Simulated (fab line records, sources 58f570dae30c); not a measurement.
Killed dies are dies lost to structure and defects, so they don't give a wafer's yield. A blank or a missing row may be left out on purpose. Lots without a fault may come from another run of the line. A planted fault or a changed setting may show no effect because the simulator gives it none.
A struck lot beside a sound one | flow berkeley_cmos170 | 14 steps out of a route of 331
Sound: wafers L418.2, L418.3, L418.6. Struck: wafers L412.1, L412.2, L412.3. The cause comes at the end.
At each step with rows: each side's tool, then ch and its chambers, then its first start. Under that, the readings that differ: sound wafers | struck wafers | difference of the means | sigmas: that difference in standard deviations of wafers without a fault.
alike: readings whose means differ by less than 2 such deviations, and words and numbers that are the same on both sides. not compared: withheld readings, readings that some wafer has no value for, bounds like >300 that may hide the same value, and numbers for which the record gives no deviation and whose values overlap.
The two part at a step that has a row with sigmas, a row that says differs or no value, or rows on one side only. Numbers that don't overlap but have no deviation are shown without sigmas and don't part them. A reading that every wafer of one side lacks parts them only if that side has two wafers or more.

first, 1 step without rows for these wafers: UCB170_M2_PRE_CLEAN_00 (preclean etch time 60 s).
UCB170_M2_SPUTTER_01: material Al, target thk 900 nm, time 120 s.
  sound on pvd_sputter-04, day 13 12:48; struck on pvd_sputter-01, day 11 07:32
  alike: throttle_valve_pct
UCB170_M2_RS_MEAS_02: measures by four-point-probe.
  sound on film_metro-04, day 13 12:54; struck on film_metro-02, day 11 07:37
  alike: M2_AL_RS
UCB170_M2_THK_MEAS_03: measures by xrf.
  sound on film_metro-04, day 13 13:01; struck on film_metro-02, day 11 07:44
  alike: M2_AL_THK
then, 3 steps without rows for these wafers: UCB170_M2_HMDS_04 (prime time 60 s); UCB170_M2_COAT_05 (resist thk 900 nm); UCB170_M2_SOFTBAKE_06 (time 60 s).
UCB170_M2_STRIP_07: strips in O2.
  sound on plasma_asher-02 ch 0,1, day 13 13:31; struck on plasma_asher-03 ch 0,1, day 11 08:15
  alike: drypump_motor_current_A, oes_product_au, strip_time_to_endpoint_s
  not compared: rf_hours_counter_h
then, 4 steps without rows for these wafers: UCB170_M2_STRIP_08 (strips KrF in DMSO, time 600 s); UCB170_M2_COAT_09; UCB170_M2_COAT_10 (resist thk 900 nm); UCB170_M2_SOFTBAKE_11 (time 60 s).
UCB170_M2_EXPOSE_12: exposes mask METAL2, target cd 700 nm.
  sound on krf_scanner-01 ch 0, day 13 14:27; struck on krf_scanner-01, day 11 08:58
  no value came back on the struck wafers for exposure_dose_mJ_cm2, focus_offset_nm (nm); on the sound wafers exposure_dose_mJ_cm2 reads 26.46 26.46 26.42
  alike: mask
then, 1 step without rows for these wafers: UCB170_M2_PEB_13.

WHERE THEY PART
Only at UCB170_M2_EXPOSE_12, within this record.

WHY: what the simulator had put in
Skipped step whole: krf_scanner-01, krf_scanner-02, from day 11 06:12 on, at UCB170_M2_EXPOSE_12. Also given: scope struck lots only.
